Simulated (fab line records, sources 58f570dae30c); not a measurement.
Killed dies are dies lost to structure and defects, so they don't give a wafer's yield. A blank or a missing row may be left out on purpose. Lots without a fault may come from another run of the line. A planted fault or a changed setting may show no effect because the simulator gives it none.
Chamber matching | flow berkeley_cmos170 | UCB170_V2_CMP_02 on cmp-01: 4 sister chambers
The step polishes SiO2. 7 wafers are shown with their chamber, then 7 later ones without.

WAFERS WITH THEIR CHAMBER
wafer  | chamber | motor_current_A (A) | edge_zone_pressure_frac
L119.2 | 0       | 16.3                | 0.996
L122.2 | 1       | 14.7                | 1.005
L125.1 | 1       | 14.7                | 1.003
L129.4 | 3       | 15.7                | 1.008
L129.6 | 3       | 15.8                | 0.999
L130.3 | 2       | 17.7                | 1.002
L130.5 | 2       | 16.8                | 0.997

WAFERS WITHOUT THEIR CHAMBER
wafer  | motor_current_A (A) | edge_zone_pressure_frac
L130.6 | 15.4                | 0.996
L131.2 | 16.3                | 0.994
L131.3 | 15.1                | 1.001
L131.6 | 16.4                | 1.005
L139.1 | 15.0                | 0.989
L139.3 | 14.9                | 0.995
L139.4 | 15.1                | 0.987

WHICH CHAMBER EACH WENT THROUGH
wafer  | from the rows above          | in truth
L130.6 | can't be placed: 3 or 0 or 1 | 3
L131.2 | 0                            | 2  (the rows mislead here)
L131.3 | can't be placed: 1 or 3      | 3
L131.6 | can't be placed: 3 or 0 or 2 | 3
L139.1 | can't be placed: 1 or 0 or 3 | 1
L139.3 | can't be placed: 1 or 3 or 0 | 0
L139.4 | can't be placed: 0 or 1 or 3 | 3
Placed correctly: 0 of 7. Can't be placed from these rows: 6 (the true chamber is among the candidates in 6). Placed wrongly: 1.
How it was worked out, from the rows above alone: a wafer's distance from a chamber is the root of the sum, over the readings, of the square of ((its reading less the chamber's mean) divided by the reading's scatter). The wafer belongs to the nearest chamber; if the next one is less than 2 further off, it can't be placed. A chamber's mean is the mean of its shown wafers. The scatter: the root of (the sum of the squares of (reading less its chamber's mean) over the shown wafers, divided by (wafers less chambers)).
